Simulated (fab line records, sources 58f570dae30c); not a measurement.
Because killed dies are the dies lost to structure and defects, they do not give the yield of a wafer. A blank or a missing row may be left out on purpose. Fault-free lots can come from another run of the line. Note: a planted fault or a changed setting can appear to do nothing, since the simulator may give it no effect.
Split-lot trial / flow berkeleyCmos170 / 23 wafers read across 5 lots, on a route 331 steps long

== THE SPLIT ==
At UCB170_M1_SPUTTER_00 (material Al, target thk 600 nm, time 80 s), the setting powerW was moved away from the recipe's 6000 W on 5 of the 23 wafers read, by -9.5% to -5.1%. All remaining wafers had this setting at the recipe value.

== FROM THE SPLIT TO THE READING: what the file shows between them, 1 step ==
- UCB170_M1_RS_MEAS_01: measures by four-point-probe

== THE READING ==
M1_AL_THK, in nm, at UCB170_M1_THK_MEAS_02 (measures by xrf). A value of 590 nm with a standard deviation of 7.6 nm is what fault-free wafers of this fab line usually give.

wafer=L075.1; tool, chamber at the split=pvdSputter-01, -; powerW as run, W=6000; against the recipe=recipe; M1_AL_THK, nm=584; against lot-mates on the recipe=-
wafer=L075.2; tool, chamber at the split=pvdSputter-01, -; powerW as run, W=6000; against the recipe=recipe; M1_AL_THK, nm=580; against lot-mates on the recipe=-
wafer=L075.3; tool, chamber at the split=pvdSputter-01, -; powerW as run, W=6000; against the recipe=recipe; M1_AL_THK, nm=589; against lot-mates on the recipe=-
wafer=L075.5; tool, chamber at the split=pvdSputter-01, -; powerW as run, W=6000; against the recipe=recipe; M1_AL_THK, nm=584; against lot-mates on the recipe=-
wafer=L075.6; tool, chamber at the split=pvdSputter-01, -; powerW as run, W=6000; against the recipe=recipe; M1_AL_THK, nm=592; against lot-mates on the recipe=-
wafer=L076.2; tool, chamber at the split=pvdSputter-03, -; powerW as run, W=6000; against the recipe=recipe; M1_AL_THK, nm=590; against lot-mates on the recipe=-
wafer=L076.3; tool, chamber at the split=pvdSputter-03, -; powerW as run, W=6000; against the recipe=recipe; M1_AL_THK, nm=585; against lot-mates on the recipe=-
wafer=L076.4; tool, chamber at the split=pvdSputter-03, -; powerW as run, W=6000; against the recipe=recipe; M1_AL_THK, nm=586; against lot-mates on the recipe=-
wafer=L076.5; tool, chamber at the split=pvdSputter-03, -; powerW as run, W=6000; against the recipe=recipe; M1_AL_THK, nm=585; against lot-mates on the recipe=-
wafer=L076.6; tool, chamber at the split=pvdSputter-03, -; powerW as run, W=6000; against the recipe=recipe; M1_AL_THK, nm=582; against lot-mates on the recipe=-
wafer=L079.2; tool, chamber at the split=pvdSputter-04, -; powerW as run, W=5693; against the recipe=-5.1%; M1_AL_THK, nm=548; against lot-mates on the recipe=-31
wafer=L079.3; tool, chamber at the split=pvdSputter-04, -; powerW as run, W=6000; against the recipe=recipe; M1_AL_THK, nm=582; against lot-mates on the recipe=-
wafer=L079.4; tool, chamber at the split=pvdSputter-04, -; powerW as run, W=5693; against the recipe=-5.1%; M1_AL_THK, nm=555; against lot-mates on the recipe=-24
wafer=L079.5; tool, chamber at the split=pvdSputter-04, -; powerW as run, W=5693; against the recipe=-5.1%; M1_AL_THK, nm=551; against lot-mates on the recipe=-28
wafer=L079.6; tool, chamber at the split=pvdSputter-04, -; powerW as run, W=6000; against the recipe=recipe; M1_AL_THK, nm=576; against lot-mates on the recipe=-
wafer=L082.1; tool, chamber at the split=pvdSputter-01, -; powerW as run, W=5429; against the recipe=-9.5%; M1_AL_THK, nm=529; against lot-mates on the recipe=-63
wafer=L082.3; tool, chamber at the split=pvdSputter-01, -; powerW as run, W=6000; against the recipe=recipe; M1_AL_THK, nm=596; against lot-mates on the recipe=-
wafer=L082.4; tool, chamber at the split=pvdSputter-01, -; powerW as run, W=5429; against the recipe=-9.5%; M1_AL_THK, nm=538; against lot-mates on the recipe=-54
wafer=L082.5; tool, chamber at the split=pvdSputter-01, -; powerW as run, W=6000; against the recipe=recipe; M1_AL_THK, nm=587; against lot-mates on the recipe=-
wafer=L082.6; tool, chamber at the split=pvdSputter-01, -; powerW as run, W=6000; against the recipe=recipe; M1_AL_THK, nm=594; against lot-mates on the recipe=-
wafer=L083.1; tool, chamber at the split=pvdSputter-01, -; powerW as run, W=6000; against the recipe=recipe; M1_AL_THK, nm=588; against lot-mates on the recipe=-
wafer=L083.3; tool, chamber at the split=pvdSputter-01, -; powerW as run, W=6000; against the recipe=recipe; M1_AL_THK, nm=594; against lot-mates on the recipe=-
wafer=L083.5; tool, chamber at the split=pvdSputter-01, -; powerW as run, W=6000; against the recipe=recipe; M1_AL_THK, nm=590; against lot-mates on the recipe=-

THE FIT
A straight line over all 23 wafers: M1_AL_THK changes by +5.97 nm for each +1% of powerW; r = +0.96; the points scatter about the line by 5.5 nm.
The same after taking each lot's own level away (the mean of its wafers on the recipe; 23 wafers): +5.98 nm for each +1%; r = +0.98; scatter 3.8 nm.
On that fit, the largest move of powerW shifts the reading by 57 nm.
The lots' own levels span 579.0 to 592.3 nm, that is 1.8 times the standard deviation above.
The two slopes are in agreement: the lot-to-lot level therefore moves the slope only a little.
Check: -53 nm against its lot-mates is what the line predicts for one of the wafers moved furthest among these (-9.5%) when that wafer is left out of the fit. Against them it came out at -63.3 nm.

== FURTHER SPLITS ON THESE WAFERS ==
Note: prior to the reading, these wafers also went through further splits. Each is held against what the fit with the lots' levels taken away leaves over:
other split on the same wafers=UCB170_SILICIDE_SPUTTER_01 timeS; wafers away from the commonest value=7; r with M1_AL_THK (lot level and that fit taken away)=-0.15

== THE WHOLE CHAIN: every reading that the file lists as answering this split, in the file's order ==
step=UCB170_M1_SPUTTER_00; what it does=material Al, target thk 600 nm, time 80 s; reading=Al_of_M1_SPUTTER_00.thkNm (the simulator's own value, which no gauge read); change (the file's fit)=+6.05 nm for each +1% of the setting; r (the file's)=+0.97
step=UCB170_M1_RS_MEAS_01; what it does=measures by four-point-probe; reading=M1_AL_RS; change (the file's fit)=-0.000541 for each +1% of the setting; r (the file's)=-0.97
step=UCB170_M1_THK_MEAS_02; what it does=measures by xrf; reading=M1_AL_THK; change (the file's fit)=+6 for each +1% of the setting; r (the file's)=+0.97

== THE FILE'S OWN FIT ==
M1_AL_THK changes by +6 nm for each +1% of powerW, r = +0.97.
